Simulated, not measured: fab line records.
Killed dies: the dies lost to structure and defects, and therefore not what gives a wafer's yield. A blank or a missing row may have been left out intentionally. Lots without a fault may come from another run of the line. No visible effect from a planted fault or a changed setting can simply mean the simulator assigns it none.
Code-filled problem report in 8D (eight disciplines) form | flow berkeleyCmos170 | the parts of the form that need people (team, actions taken, sign-off) are left out

## 1. THE ISSUE
Mean of doseIonsCm2 at UCB170_NWELL_IMPLANT_14: 9.2047e+12 across 9 wafers in 3 lots; on wafers with no fault it is 1.0001e+13 (standard deviation 1.1e+10). Measured from the usual mean, that is -72 standard deviations.
Earliest sighting: wafer L251.2 on implanter-03 at day 3 06:23. The record has a number at this step for 45 wafers belonging to 15 lots. By rule, "out" or "out of limits" means more than 4 standard deviations away from the usual mean. All remaining wafers that have a number are taken as sound.

## 2. WHAT IT IS, AND WHAT IT ISN'T
question                    | is                     | is not
which readings at this step | doseIonsCm2            | endStationPressureTorr
which lots                  | L251, L253, L254       | L246, L248, L250, L259, L260, L261, L262, L263, L266, L267, L268, L269
which wafers of those lots  | all that have a number | -
read on which tools         | implanter-03           | implanter-01, implanter-02
when                        | from day 3 06:23       | up to then (6 sound wafers); but 30 sound wafers of L250, L259, L260, L261, L262, L263, L266, L267, L268, L269 came after

## 3. SUSPECTS, AND WHAT RULES EACH OUT
Counting: a tool at any process step up to the reading remains a suspect when it ran all the lots that are out and ran no sound lot after the first of those.
- implanter-03 at UCB170_NWELL_IMPLANT_14: ruled out as a lasting fault. Following L251 (day 3 06:23), the first lot on it that is out, the sound lots L266, L268 were run on it.
Left after counting: nothing in the record.

## 4. THE CAUSE (what the simulator had put in)
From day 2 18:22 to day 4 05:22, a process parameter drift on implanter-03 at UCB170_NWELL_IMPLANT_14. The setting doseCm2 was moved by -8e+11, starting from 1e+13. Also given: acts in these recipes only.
Counting ruled it out, wrongly.

## 5. THE EFFECT CHAIN, in route order
One row per reading whose mean, taken over the struck wafers that have a number, lies over 3 standard deviations from the usual. Readings are gone through only where the record gives a usual standard deviation; hours: the median, over the lots, of the time from a lot's start at the first step in this table giving one to that lot's start at this step; sigmas: the change measured in usual standard deviations.
hours | step                    | reading          | usual      | on struck wafers | change      | sigmas
0     | UCB170_NWELL_IMPLANT_14 | doseIonsCm2      | 1.0001e+13 | 9.2047e+12       | -7.9633e+11 | -72
0     | UCB170_NWELL_IMPLANT_14 | faradayCurrentUA | 31.7       | 29.0             | -2.7        | -4.1
Here are the process steps it includes:
- UCB170_NWELL_IMPLANT_14

## 6. WHAT WOULD HAVE CAUGHT IT SOONER
In this record no reading fell out of limits until day 3 06:23, 12 hours after the fault had begun at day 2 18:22.
